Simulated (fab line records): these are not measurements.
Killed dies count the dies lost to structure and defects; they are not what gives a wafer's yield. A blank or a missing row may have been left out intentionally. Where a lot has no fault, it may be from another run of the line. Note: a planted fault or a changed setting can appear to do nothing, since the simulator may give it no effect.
Problem report in the 8D (eight disciplines) form, filled by code    flow ritCmos    the parts of the form that need people (team, actions taken, sign-off) are left out

== 1. THE ISSUE ==
Wafers without a fault read 7 with a standard deviation of 3.1, while killedAtFrontEnd at RIT_M1_PROBE_99 averages 28 across 2 wafers of 1 lot. Measured from the usual mean, that is +6.9 standard deviations.
The first sign was on wafer L193.3 at day 5 14:16, on prober-02. Wafers with a number at this step in the record: 6, from 2 lots. Rule for "out", or "out of limits": more than 4 standard deviations from the usual mean. All remaining wafers that have a number are taken as sound.

== 2. WHAT IT IS; WHAT IT IS NOT ==
question                     is                                         is not
which readings at this step  killedAtFrontEnd, killedDies, killedOnRim  killedAtContacts, killedOpen, killedShort
which lots                   L193                                       L200
which wafers of those lots   L193.3, L193.6                             L193.5
read on which tools          prober-02                                  prober-01
when                         from day 5 14:16                           up to then (0 sound wafers); but 4 sound wafers of L193, L200 came after

== 3. WHAT RULES OUT EACH SUSPECT ==
Counting: if a tool at a process step up to the reading ran every lot that is out, it stays a suspect. Sound lots after the first of them don't rule it out here, since some wafers of a struck lot are sound.
- plasmaAsher-04 at RIT_NSD_STRIP_09 (strips in O2, time 180 s): kept. It ran the lot that is out, L193 (day 5 04:29).
- prober-02 at RIT_M1_PROBE_99: kept. It ran the lot that is out, L193 (day 5 14:16). Its own readings are out on those wafers: killedAtFrontEnd, killedDies, killedOnRim.
- At RIT_NSD_STRIP_09 on plasmaAsher-04, chamber 0 took the sound wafers of the same lots and chamber 1 took the wafers that are out.
After counting, plasmaAsher-04 at RIT_NSD_STRIP_09 and prober-02 at RIT_M1_PROBE_99 remain.

== 4. THE CAUSE (what the simulator had put in) ==
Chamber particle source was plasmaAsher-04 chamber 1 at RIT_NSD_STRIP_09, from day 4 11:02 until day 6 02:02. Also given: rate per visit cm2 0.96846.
Of the 2 suspects that counting leaves, this tool is one.

== 5. THE EFFECT CHAIN, in route order ==
One row per reading whose mean, taken over the struck wafers that have a number, lies over 3 standard deviations from the usual. Readings are gone through only where the record gives a usual standard deviation; hours: the median, over the lots, of the time from a lot's start at the first step in this table giving one to that lot's start at this step; sigmas: the change measured in usual standard deviations.
hours  step             reading           usual  on struck wafers  change  sigmas
0      RIT_M1_PROBE_99  killedAtFrontEnd  7      28                +22     +6.9
0      RIT_M1_PROBE_99  killedDies        7      28                +22     +6.9
0      RIT_M1_PROBE_99  killedOnRim       1.9    10.0              +8.1    +5.8
It contains these process steps:
- RIT_M1_PROBE_99

== 6. HOW IT WOULD HAVE BEEN CAUGHT EARLIER ==
27 hours passed between the start of the fault at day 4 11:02 and the first reading out of limits in this record, taken at day 5 14:16.
No tool reading at RIT_NSD_STRIP_09 that has a usual standard deviation in the record was out on any struck wafer, so an alarm limit of 4 standard deviations on those readings would not have fired.
Each of the lots that are out, 1 in all, had begun RIT_NSD_STRIP_09 on plasmaAsher-04 no later than day 5 14:16. Tool hold at that time: it would have spared none of them.
